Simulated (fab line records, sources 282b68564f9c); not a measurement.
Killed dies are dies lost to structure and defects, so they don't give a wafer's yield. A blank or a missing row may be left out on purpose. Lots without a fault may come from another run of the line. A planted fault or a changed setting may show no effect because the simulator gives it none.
One fault seen from 2 desks | flow rit_cmos | each desk has only its own numbers; what lay behind them comes last

THE TOOL OWNER'S DESK: implanter-03
The tool's own readings at RIT_PRETRO_IMPLANT_08: means of the sampled wafers that have a number, for each lot that ran on this tool. A lot is out of limits, marked OUT, if its mean lies more than 4 standard deviations from the usual mean; the brackets give that distance.
Columns: A = dose_ions_cm2 at RIT_PRETRO_IMPLANT_08, usual 1.2002e+13; B = faraday_current_uA at RIT_PRETRO_IMPLANT_08, usual 38.1
lot  | first seen here | A                            | B
L532 | day 2 18:23     | 1.2009e+13                   | 37.9
L534 | day 3 03:55     | 1.1995e+13                   | 38.6
L535 | day 3 08:56     | 1.2013e+13                   | 38.6
L536 | day 3 14:35     | 1.2005e+13                   | 38.0
L539 | day 4 04:20     | 7.6893e+12 (-99 or more) OUT | 24.6 (-17) OUT
L542 | day 4 19:28     | 7.6630e+12 (-99 or more) OUT | 24.4 (-17) OUT
This desk's finding: out of limits on L539, L542; first on L539, day 4 04:20 (dose_ions_cm2 at RIT_PRETRO_IMPLANT_08). In limits: L532, L534, L535, L536.

THE METROLOGY DESK
What the gauges read, lot by lot, whatever tool the lot ran on: means of the sampled wafers that have a number. A lot is out of limits, marked OUT, if its mean lies more than 4 standard deviations from the usual mean; the brackets give that distance.
Columns: A = FOX2_OXIDE_THK at RIT_FOX2_THK_MEAS_01, usual 351 nm; B = FIELD_OXIDE_LEFT_1_THK at RIT_FOX2_THK_MEAS_90, usual 324 nm; C = PWELL_OVL at RIT_PWELL_OVL_MEAS_06, usual -0.6 nm; D = PRETRO_TW at RIT_PRETRO_TW_MEAS_10, usual 471
lot  | first seen here | A   | B   | C    | D
L530 | day 1 19:42     | 348 | 320 | -0.1 | 465
L532 | day 2 05:50     | 361 | 333 | -0.3 | 473
L534 | day 2 15:01     | 352 | 324 | -0.6 | 474
L535 | day 2 20:35     | 361 | 334 | -0.0 | 472
L536 | day 3 01:57     | 357 | 329 | -1.4 | 472
L537 | day 3 06:52     | 363 | 336 | -0.8 | 473
L539 | day 3 15:38     | 353 | 326 | 0.5  | 410 (-18) OUT
L542 | day 4 06:47     | 354 | 327 | 0.4  | 412 (-18) OUT
L543 | day 4 13:28     | 356 | 328 | -0.9 | 469
L544 | day 4 17:08     | 355 | 328 | -1.9 | 473
L545 | day 4 22:33     | 350 | 323 | -0.8 | 471
L547 | day 5 09:13     | 346 | 318 | -0.5 | 466
L551 | day 6 03:44     | 365 | 337 | -0.4 | 473
L553 | day 6 13:28     | 358 | 331 | -0.8 | 474
This desk's finding: out of limits on L539, L542; first on L539, day 4 04:38 (PRETRO_TW at RIT_PRETRO_TW_MEAS_10). In limits: L530, L532, L534, L535, L536, L537, L543, L544, L545, L547, L551, L553.

PUT TOGETHER
The tool owner's desk could have raised an alarm at day 4 04:20, on L539, L542.
The metrology desk could have raised an alarm at day 4 04:38, on L539, L542.
Of the lots named, all ran RIT_PRETRO_IMPLANT_08 on implanter-03.

WHAT THE SIMULATOR HAD PUT IN
Process parameter drift: implanter-03, from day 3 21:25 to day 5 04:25, at RIT_PRETRO_IMPLANT_08. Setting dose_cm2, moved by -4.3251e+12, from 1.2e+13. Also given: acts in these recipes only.
Lots struck among those shown: L539, L542.
Hours from the fault's start to each desk's first reading out of limits: the tool owner's desk, 7; the metrology desk, 7.
